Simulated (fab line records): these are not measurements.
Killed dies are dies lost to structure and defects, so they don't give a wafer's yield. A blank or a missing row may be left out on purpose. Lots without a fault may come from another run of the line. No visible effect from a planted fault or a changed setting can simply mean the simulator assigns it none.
A struck lot beside a sound one :: flow rit cmos :: 13 steps out of a route of 202
Sound: the wafers L560.1, L560.5, L560.6. The struck wafers were L570.1, L570.4, L570.6. Last of all comes the cause.
Each step with rows lists, per side, the tool, then ch with its chambers, then its first start. Under that, the readings that differ: sound wafers :: struck wafers :: difference of the means :: sigmas: that difference in standard deviations of wafers without a fault.
alike: readings whose means differ by less than 2 such deviations, and words and numbers that are the same on both sides. not compared: withheld readings, readings that some wafer has no value for, bounds like >300 that may hide the same value, and numbers for which the record gives no deviation and whose values overlap.
A row with sigmas, a row that says differs or no value, or rows on one side alone: a step with any of these is where the two part. Numbers that have no deviation but don't overlap get no sigmas and don't part them. A reading that every wafer of one side lacks parts them only if that side has two wafers or more.

first, 2 steps without rows for these wafers: RIT_ACTIVE_PEB_09; RIT_ACTIVE_DEVELOP_10 (develop time 50 s).
RIT_ACTIVE_CD_MEAS_11 targets a cd of 1400 nm.
  struck on cd sem-02, day 4 17:34; sound on cd sem-01, day 2 15:26
  alike: cd nm
then, 1 step without rows for these wafers: RIT_ACTIVE_HARDBAKE_12 (time 60 s).
RIT_ACTIVE_ETCH_13: etches Si3N4 in SF6, stops on SiO2, time 210 s, target depth 210 nm.
  sound on rie diel-04 ch 0,1,2, day 2 15:43; struck on rie diel-04 ch 0,1, day 4 17:50
  alike: SF6_flow_sccm, chamber pressure mTorr, drypump motor current A, oes product au, throttle valve pct
  not compared: rf hours counter h
RIT_ACTIVE_STRIP_14: strips in O2, time 180 s.
  sound on plasma asher-02 ch 0,1, day 2 15:50; struck on plasma asher-04 ch 0,1, day 4 17:58
  alike: drypump motor current A, rf refl power W
  not compared: rf hours counter h
RIT_ACTIVE_CD_MEAS_90 targets a cd of 1400 nm.
  struck on cd sem-02, day 4 18:08; sound on cd sem-02, day 2 16:01
  alike: cd nm
then, 4 steps without rows for these wafers: RIT_ACTIVE_CLEAN_15 (cleans in SC1, time 600 s); RIT_ACTIVE_CLEAN_16 (cleans in dHF, time 30 s); RIT_ACTIVE_CLEAN_17 (cleans in SC2, time 600 s); RIT_FOX1_OXIDATION_00 (target thk 350.7 nm, ox time 1130 s).
RIT_FOX1_THK_MEAS_01:
  struck on film metro-01, day 4 20:23; sound on film metro-01, day 2 17:49
  alike: FOX1_OXIDE_THK
RIT_FOX1_WET_ETCH_02: etches SiO2 in BOE, target depth 350 nm, time 390 s.
  sound on wet bench-02 ch 2, day 2 17:53; struck on wet bench-04 ch 3, day 4 20:26
  no value came back on the struck wafers for bath heat duty pct (%), run length s (s); on the sound wafers bath heat duty pct (%) reads 1.8 1.7 1.6
reading: model.SiO2_of_FOX1_OXIDATION_00.thk nm (nm)
sound: 0 0 0
struck: 356.2 358.6 354
difference: +356.3
sigmas: 

reading: model.Si3N4_of_ACTIVE_CVD_03.thk nm (nm)
sound: 138.6 138.8 138.5
struck: 142.8 143.5 143.5
difference: +4.6
sigmas: 

WHERE THEY PART
At RIT_FOX1_WET_ETCH_02 and nowhere else, as far as this record goes.

WHY: whatever the simulator had introduced
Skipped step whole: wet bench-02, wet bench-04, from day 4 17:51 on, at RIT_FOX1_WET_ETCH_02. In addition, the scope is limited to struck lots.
